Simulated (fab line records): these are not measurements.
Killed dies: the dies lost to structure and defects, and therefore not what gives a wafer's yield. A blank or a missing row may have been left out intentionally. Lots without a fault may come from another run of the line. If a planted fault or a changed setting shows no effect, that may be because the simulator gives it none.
Split-lot study -- flow ritCmos -- on a route of 202 steps: 5 lots, 23 wafers read

THE SPLIT ITSELF
At RIT_NWELL_IMPLANT_08, the setting energyKev was moved away from the recipe's 170 on 4 of the 23 wafers read, by -3.2% to -2.0%. This setting was run at the recipe's value on the other wafers.

The reading is taken at the split's own step.

THE READING
The simulator's own value implant.drpNm, read by no gauge, in nm at RIT_NWELL_IMPLANT_08. No usual value for it is given in the file.

wafer,"tool, chamber at the split",energyKev as run,against the recipe,"implant.drpNm, nm",against lot-mates on the recipe
L077.2,"implanter-04, 0",170,recipe,68.82,-
L077.4,"implanter-04, 0",170,recipe,68.82,-
L077.6,"implanter-04, 0",170,recipe,68.82,-
L077.3,"implanter-04, 0",164.5,-3.2%,67.18,-1.64
L077.5,"implanter-04, 0",164.5,-3.2%,67.18,-1.64
L079.1,"implanter-04, 0",170,recipe,68.82,-
L079.3,"implanter-04, 0",170,recipe,68.82,-
L079.4,"implanter-04, 0",170,recipe,68.82,-
L079.5,"implanter-04, 0",170,recipe,68.82,-
L079.6,"implanter-04, 0",170,recipe,68.82,-
L082.1,"implanter-04, 0",170,recipe,68.82,-
L082.3,"implanter-04, 0",170,recipe,68.82,-
L082.4,"implanter-04, 0",170,recipe,68.82,-
L082.5,"implanter-04, 0",170,recipe,68.82,-
L082.6,"implanter-04, 0",170,recipe,68.82,-
L083.4,"implanter-04, 0",170,recipe,68.82,-
L083.5,"implanter-04, 0",170,recipe,68.82,-
L083.6,"implanter-04, 0",170,recipe,68.82,-
L084.2,"implanter-04, 0",170,recipe,68.82,-
L084.5,"implanter-04, 0",170,recipe,68.82,-
L084.6,"implanter-04, 0",170,recipe,68.82,-
L084.3,"implanter-04, 0",166.6,-2.0%,67.81,-1.01
L084.4,"implanter-04, 0",166.6,-2.0%,67.81,-1.01

FIT RESULTS
A straight line over all 23 wafers: implant.drpNm changes by +0.506 nm for each +1% of energyKev; r = +1.00; the points scatter about the line by 0.001 nm.
The same after taking each lot's own level away (the mean of its wafers on the recipe; 23 wafers): +0.506 nm for each +1%; r = +1.00; scatter 0.001 nm.
The reading moves by 1.6 nm for the largest change in energyKev, on that fit.
The lots' own levels span 68.820 to 68.820 nm.
Hence the lot-to-lot level has little effect on the slope; both slopes agree.
Check: with one of the wafers moved furthest among these (-3.2%) left out of the fit, the line predicts -1.64 nm for it against its lot-mates. Against them it came out at -1.64 nm.

ADDITIONAL SPLITS CARRIED BY THESE WAFERS
These wafers also went through other splits before the reading. Each is held against what the fit with the lots' levels taken away leaves over:
other split on the same wafers,wafers away from the commonest value,r with implant.drpNm (lot level and that fit taken away)
RIT_ACTIVE_COAT_06 spinRpm,7,+0.25
RIT_ACTIVE_SOFTBAKE_07 timeS,6,+0.00
RIT_NWELL_COAT_01 resistThkNm,6,+0.10

THE WHOLE CHAIN: every reading that the file lists as answering this split, in the file's order
step,what it does,reading,change (the file's fit),r (the file's)
RIT_NWELL_IMPLANT_08,,"implant.rpNm (the simulator's own value, which no gauge read)",+2.17 nm for each +1% of the setting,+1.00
RIT_NWELL_IMPLANT_08,,"implant.drpNm (the simulator's own value, which no gauge read)",+0.509 nm for each +1% of the setting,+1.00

FILE'S OWN FIT
implant.drpNm changes by +0.509 nm for each +1% of energyKev, r = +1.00.
